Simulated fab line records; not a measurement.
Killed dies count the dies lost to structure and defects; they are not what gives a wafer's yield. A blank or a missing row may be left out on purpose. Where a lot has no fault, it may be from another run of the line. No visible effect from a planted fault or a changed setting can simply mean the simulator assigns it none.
Which tool did it? + flow rit cmos + 14 lots with 42 wafers sampled at 3 steps, on a route of 202 steps

WHAT THE GAUGES READ, wafer by wafer
RIT_NLDD_TW_MEAS_10.
| lot  | measured    | on            | NLDD_TW        |
|------|-------------|---------------|----------------|
| L751 | day 2 22:22 | film metro-01 | 2509 2531 2524 |
| L752 | day 3 04:28 | film metro-03 | 2472 2474 2475 |
| L757 | day 4 04:10 | film metro-02 | 1581 1589 1585 |
| L759 | day 4 16:02 | film metro-02 | 1561 1555 1559 |
| L764 | day 5 16:38 | film metro-02 | 2505 2523 2515 |
| L765 | day 5 18:55 | film metro-02 | 2510 2495 2506 |
| L766 | day 6 01:38 | film metro-01 | 2534 2516 2523 |
| L767 | day 6 04:11 | film metro-02 | 2518 2505 2505 |
| L768 | day 6 11:48 | film metro-02 | 2525 2517 2515 |
| L769 | day 6 13:55 | film metro-02 | 2528 2506 2519 |
| L770 | day 6 22:02 | film metro-03 | 2467 2460 2463 |
| L771 | day 6 23:35 | film metro-01 | 2528 2527 2517 |
| L773 | day 7 13:32 | film metro-03 | 2458 2452 2466 |
| L774 | day 7 17:43 | film metro-01 | 2532 2541 2532 |

RIT_SDANNEAL_RS_MEAS_07: measurement is done with a four-point probe.
| lot  | measured    | on            | NLDD_RS (ohm/sq)  |
|------|-------------|---------------|-------------------|
| L751 | day 3 08:02 | film metro-01 | 152.2 153.0 152.5 |
| L752 | day 3 15:29 | film metro-02 | 151.0 150.8 150.5 |
| L757 | day 4 12:06 | film metro-01 | 507.4 505.7 502.2 |
| L759 | day 5 00:59 | film metro-02 | 517.7 527.7 519.9 |
| L764 | day 6 00:50 | film metro-01 | 151.4 151.7 151.9 |
| L765 | day 6 02:43 | film metro-02 | 151.4 152.1 151.6 |
| L766 | day 6 09:57 | film metro-01 | 151.4 152.1 151.8 |
| L767 | day 6 12:09 | film metro-03 | 151.5 152.0 152.5 |
| L768 | day 6 19:55 | film metro-02 | 150.6 150.6 150.6 |
| L769 | day 6 23:25 | film metro-02 | 150.4 150.6 150.6 |
| L770 | day 7 05:54 | film metro-02 | 152.3 152.0 151.9 |
| L771 | day 7 07:47 | film metro-02 | 152.2 151.9 152.2 |
| L773 | day 7 22:08 | film metro-01 | 152.6 151.9 151.9 |
| L774 | day 8 01:40 | film metro-03 | 152.2 151.8 152.2 |

WHICH TOOL RAN EACH LOT (tool, then ch and the chambers of the sampled wafers, then the start)
| lot  | RIT_NLDD_IMPLANT_08            |
|------|--------------------------------|
| L751 | implanter-01 ch 0, day 2 22:03 |
| L752 | implanter-02 ch 0, day 3 04:08 |
| L757 | implanter-04 ch 0, day 4 03:51 |
| L759 | implanter-04 ch 0, day 4 15:42 |
| L764 | implanter-01 ch 0, day 5 16:19 |
| L765 | implanter-02 ch 0, day 5 18:36 |
| L766 | implanter-01 ch 0, day 6 01:19 |
| L767 | implanter-02 ch 0, day 6 03:52 |
| L768 | implanter-02 ch 0, day 6 11:29 |
| L769 | implanter-02 ch 0, day 6 13:37 |
| L770 | implanter-02 ch 0, day 6 21:42 |
| L771 | implanter-02 ch 0, day 6 23:15 |
| L773 | implanter-02 ch 0, day 7 13:13 |
| L774 | implanter-01 ch 0, day 7 17:24 |
- RIT_NLDD_IMPLANT_08

WHAT THE TOOLS THEMSELVES READ (means of the sampled wafers that have a number; where no wafer has one, the mark that the record gives instead)
RIT_NLDD_IMPLANT_08.
| lot  | tool         | dose ions cm2 | end station pressure torr (Torr) | faraday current uA |
|------|--------------|---------------|----------------------------------|--------------------|
| L751 | implanter-01 | 5e+14         | 6.1e-06                          | 1571               |
| L752 | implanter-02 | 5e+14         | 6.5e-06                          | 1578               |
| L757 | implanter-04 | 1e+14         | 5.2e-06                          | 324                |
| L759 | implanter-04 | 1e+14         | 5.2e-06                          | 309                |
| L764 | implanter-01 | 5e+14         | 6.1e-06                          | 1578               |
| L765 | implanter-02 | 5e+14         | 6.2e-06                          | 1578               |
| L766 | implanter-01 | 5e+14         | 6.2e-06                          | 1584               |
| L767 | implanter-02 | 5e+14         | 5.8e-06                          | 1582               |
| L768 | implanter-02 | 5e+14         | 6.5e-06                          | 1553               |
| L769 | implanter-02 | 5e+14         | 6.6e-06                          | 1563               |
| L770 | implanter-02 | 5e+14         | 6.4e-06                          | 1587               |
| L771 | implanter-02 | 5e+14         | 6.0e-06                          | 1579               |
| L773 | implanter-02 | 5e+14         | 6.4e-06                          | 1579               |
| L774 | implanter-01 | 5e+14         | 6.1e-06                          | 1582               |

THE ANSWER, worked out from the rows above alone
Rule: what is usual is taken from the lots themselves. Put in order of their means at a reading, lots are off if they are a third of the lots or fewer, leave a main group of 4 or more, and stand apart from it by a gap of 3 or more times the standard deviation of the main group's means; of several such gaps the widest counts. The tables above print the reading to a certain number of digits; a main group whose means all agree to those digits is not used. A lot without any number at a reading at which 4 lots or more have one is off too. Where the step has rows for the other lots, those lots are counted as sound. After the gauges, taken in route order, come the tools' own readings; for these a lot's mean is taken, as printed above. At the first step where some lot is off, the reading lying furthest off is the one used; lots without a number count as furthest.
Off: L757, L759, at RIT_NLDD_TW_MEAS_10 (NLDD_TW). The main group: mean 2505, standard deviation 25.
A tool fits if, at a process step before that reading, it ran every lot that is off, and no sound lot after the first of them. Not tried: the gauges at RIT_NLDD_TW_MEAS_10; whatever is off there is also off at RIT_NLDD_IMPLANT_08, on other tools, and gauge error can't account for it. One fits: RIT_NLDD_IMPLANT_08 on implanter-04. It ran no sound lot before its first lot that is off in this sample, so the start can't be narrowed down.
The tool's own readings at RIT_NLDD_IMPLANT_08 bear it out: on the lots that are off they differ by more than 5 times the standard deviation of the sound lots' means. dose ions cm2 reads 1e+14 there against 5e+14 on the sound lots; faraday current uA reads 316 there against 1576 on the sound lots.

WHAT THE SIMULATOR PUT IN
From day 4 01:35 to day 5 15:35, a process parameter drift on implanter-04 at RIT_NLDD_IMPLANT_08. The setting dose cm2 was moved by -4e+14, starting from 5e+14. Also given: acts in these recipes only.
Struck lots among those shown: L757, L759. This agrees with what the rule above found.
